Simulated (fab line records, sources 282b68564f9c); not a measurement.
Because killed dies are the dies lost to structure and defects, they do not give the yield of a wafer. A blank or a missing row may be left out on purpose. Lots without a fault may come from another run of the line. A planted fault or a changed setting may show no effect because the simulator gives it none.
Problem report, 8D (eight disciplines) form, completed by code | flow rit cmos | the parts of the form that need people (team, actions taken, sign-off) are left out

1. THE ISSUE
Wafers free of any fault read 3.02 nm (standard deviation 0.069) for GATE_OXIDE_THK at RIT_GATE_THK_MEAS_07, against a mean of 4.83 nm on 6 wafers of 2 lots. That is +26 standard deviations from the usual mean.
First seen on wafer L448.3, day 4 02:35, on film metro-01. The record holds 42 wafers of 14 lots with a number at this step. By rule, "out" or "out of limits" means more than 4 standard deviations away from the usual mean. Any other wafer with a number is counted as sound.

2. WHAT IT IS, WHAT IT ISN'T
question                    | is                     | is not
which readings at this step | GATE_OXIDE_THK         | -
which lots                  | L448, L450             | L440, L442, L443, L444, L445, L453, L454, L456, L457, L460, L462, L463
which wafers of those lots  | all that have a number | -
read on which gauges        | film metro-01          | film metro-03, film metro-04
when                        | from day 4 02:35       | up to then (15 sound wafers); but 21 sound wafers of L453, L454, L456, L457, L460, L462, L463 came after

3. WHAT RULES OUT EACH SUSPECT
Counting: a tool stays on the suspect list if, at a process step up to the reading, it processed all lots that are out and no sound lot following the first of them.
- the gauge at RIT_GATE_THK_MEAS_07: kept. All the wafers that are out were read on film metro-01, and no step on other tools shows them out.
- furnace-02 at RIT_GATE_OXIDATION_05 (target thk 3 nm, ox time 270 s): ruled out as a lasting fault. After its first lot that is out, L448 (day 4 01:14), sound lots L462, L463 ran on it.
The count leaves film metro-01 at RIT_GATE_THK_MEAS_07.

4. THE CAUSE (what the simulator had put in)
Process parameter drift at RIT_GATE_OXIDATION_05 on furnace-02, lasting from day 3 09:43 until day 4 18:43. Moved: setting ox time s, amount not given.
The count ruled it out by mistake, since the rule takes a fault to strike every lot its tool runs from the start of the fault on, and this one did not do so.

5. SEQUENCE OF EFFECTS, ordered by route
Rows list readings where the struck wafers' mean (over those with a number) sits beyond 3 standard deviations from the usual. Only readings whose record carries a usual standard deviation are examined. hours: median over the lots of the time between each lot's start at the first step of this table that gives one and its start at this step. sigmas: the change, counted in usual standard deviations.
hours | step                 | reading        | usual   | on struck wafers | change | sigmas
0     | RIT_GATE_THK_MEAS_07 | GATE_OXIDE_THK | 3.02 nm | 4.83             | +1.81  | +26

6. HOW IT WOULD HAVE BEEN CAUGHT EARLIER
Counted from the fault's start at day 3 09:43, it took 17 hours until the first out-of-limits reading at a measuring or inspecting step in this record, taken at day 4 02:35.
No tool reading at RIT_GATE_OXIDATION_05 that has a usual standard deviation in the record was out on any struck wafer, so an alarm limit of 4 standard deviations on those readings would not have fired.
